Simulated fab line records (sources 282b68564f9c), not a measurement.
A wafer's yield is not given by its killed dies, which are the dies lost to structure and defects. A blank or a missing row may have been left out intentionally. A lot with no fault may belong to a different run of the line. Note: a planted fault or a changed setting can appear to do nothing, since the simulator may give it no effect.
Which tool was responsible?	flow ritCmos	14 lots, 42 wafers sampled, at 3 steps of a route of 202

## WHAT THE GAUGES SHOWED, per wafer
RIT_PSD_TW_MEAS_10.
lot	measured	on	PSD_TW
L716	day 3 09:10	filmMetro-01	3478 3488 3466
L717	day 3 10:12	filmMetro-01	3484 3477 3486
L718	day 3 22:47	filmMetro-03	3441 3439 3435
L720	day 4 09:02	filmMetro-03	3436 3432 3450
L721	day 4 15:03	filmMetro-04	3436 3392 3431
L722	day 4 22:01	filmMetro-03	3431 3417 3455
L724	day 4 23:50	filmMetro-03	3440 3453 3451
L723	day 5 00:21	filmMetro-03	3404 3410 3408
L726	day 5 09:17	filmMetro-01	3480 3458 3455
L728	day 5 17:55	filmMetro-03	3304 3313 3299
L730	day 6 01:53	filmMetro-01	3466 3481 3496
L732	day 6 12:20	filmMetro-03	3324 3298 3299
L736	day 7 10:58	filmMetro-01	3476 3485 3452
L737	day 7 14:11	filmMetro-04	3384 3412 3405

RIT_SDANNEAL_RS_MEAS_04: uses a four-point probe to measure.
lot	measured	on	PSD_RS (ohm/sq)
L716	day 3 09:40	filmMetro-04	115.3 115.5 115.6
L717	day 3 10:43	filmMetro-01	115.7 115.8 115.5
L718	day 3 23:18	filmMetro-04	115.6 115.7 115.5
L720	day 4 09:31	filmMetro-01	115.4 115.3 115.3
L721	day 4 15:32	filmMetro-03	115.8 116.0 116.0
L722	day 4 22:32	filmMetro-04	115.9 116.1 115.9
L724	day 5 00:19	filmMetro-04	115.8 115.3 115.4
L723	day 5 00:51	filmMetro-03	116.1 116.1 116.2
L726	day 5 09:49	filmMetro-04	116.0 115.7 115.8
L728	day 5 18:26	filmMetro-01	124.4 124.2 124.5
L730	day 6 02:23	filmMetro-01	115.6 115.5 116.0
L732	day 6 12:52	filmMetro-01	124.5 125.2 124.5
L736	day 7 11:39	filmMetro-04	115.7 115.4 116.0
L737	day 7 14:45	filmMetro-01	115.7 115.4 115.5

## WHAT TOOL EACH LOT RAN ON (gives the tool, then ch and the chambers of the sampled wafers, and finally the start)
lot	RIT_PSD_IMPLANT_08
L716	implanter-02 ch 0, day 3 08:52
L717	implanter-04 ch 0, day 3 09:52
L718	implanter-03 ch 0, day 3 22:28
L720	implanter-04 ch 0, day 4 08:42
L721	implanter-02 ch 0, day 4 14:44
L722	implanter-03 ch 0, day 4 21:43
L724	implanter-02 ch 0, day 4 23:31
L723	implanter-04 ch 0, day 5 00:01
L726	implanter-02 ch 0, day 5 09:00
L728	implanter-02 ch 0, day 5 17:36
L730	implanter-03 ch 0, day 6 01:35
L732	implanter-02 ch 0, day 6 12:01
L736	implanter-04 ch 0, day 7 10:38
L737	implanter-03 ch 0, day 7 13:52
- RIT_PSD_IMPLANT_08

## WHAT THE TOOLS THEMSELVES READ (means of the sampled wafers that have a number; where no wafer has one, the mark that the record gives instead)
RIT_PSD_IMPLANT_08.
lot	tool	endStationPressureTorr (Torr)	tiltDeg (degrees)
L716	implanter-02	1.31e-05	6.991
L717	implanter-04	1.47e-05	7.012
L718	implanter-03	1.44e-05	7.003
L720	implanter-04	1.49e-05	6.980
L721	implanter-02	1.27e-05	7.026
L722	implanter-03	1.45e-05	6.995
L724	implanter-02	1.32e-05	6.981
L723	implanter-04	1.47e-05	6.994
L726	implanter-02	1.30e-05	7.030
L728	implanter-02	1.25e-05	-0.009
L730	implanter-03	1.50e-05	7.002
L732	implanter-02	1.34e-05	-0.033
L736	implanter-04	1.46e-05	7.003
L737	implanter-03	1.46e-05	6.991

## THE ANSWER, worked out from the rows above alone
Rule: the usual values come from the lots themselves. The widest of any qualifying gaps counts: lots, ordered by their means at a reading, are off when they make up no more than a third of the lots, leave a main group of 4 or more, and stand apart from it by 3 or more times the standard deviation of that group's means. A main group whose means are all the same, to the digits that the tables above print for the reading, isn't used. Also off: a lot with no number at a reading for which 4 or more lots have one. Where the step has rows for the other lots, those lots are counted as sound. The gauges are gone through in route order, then the tools' own readings, and for those a lot's mean is taken as printed above. At the first step where some lot is off, the reading lying furthest off is the one used; lots without a number count as furthest.
Off: at RIT_PSD_TW_MEAS_10 (PSD_TW), L728, L732. Main group: mean 3447, sd 27.
A tool fits if, at a process step before that reading, it ran every lot that is off, and no sound lot after the first of them. The gauges at RIT_PSD_TW_MEAS_10 aren't tried: what is off there is off at RIT_SDANNEAL_RS_MEAS_04 too, on other tools, and a gauge's error can't cause that. One candidate fits, namely implanter-02 at RIT_PSD_IMPLANT_08. Its last sound lot is L726 (day 5 09:00), its first lot that is off L728 (day 5 17:36): a fault that began between those two fits.
The tool's own readings at RIT_PSD_IMPLANT_08 bear it out: on the lots that are off they differ by more than 5 times the standard deviation of the sound lots' means. tiltDeg reads -0.021 degrees there against 7.001 degrees on the sound lots.

## WHAT HAD BEEN PUT IN BY THE SIMULATOR
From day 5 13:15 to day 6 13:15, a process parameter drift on implanter-02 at RIT_PSD_IMPLANT_08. Setting tiltDeg, moved by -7, from 7. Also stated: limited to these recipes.
Lots struck among those shown: L728, L732. The rule given above showed the same thing.
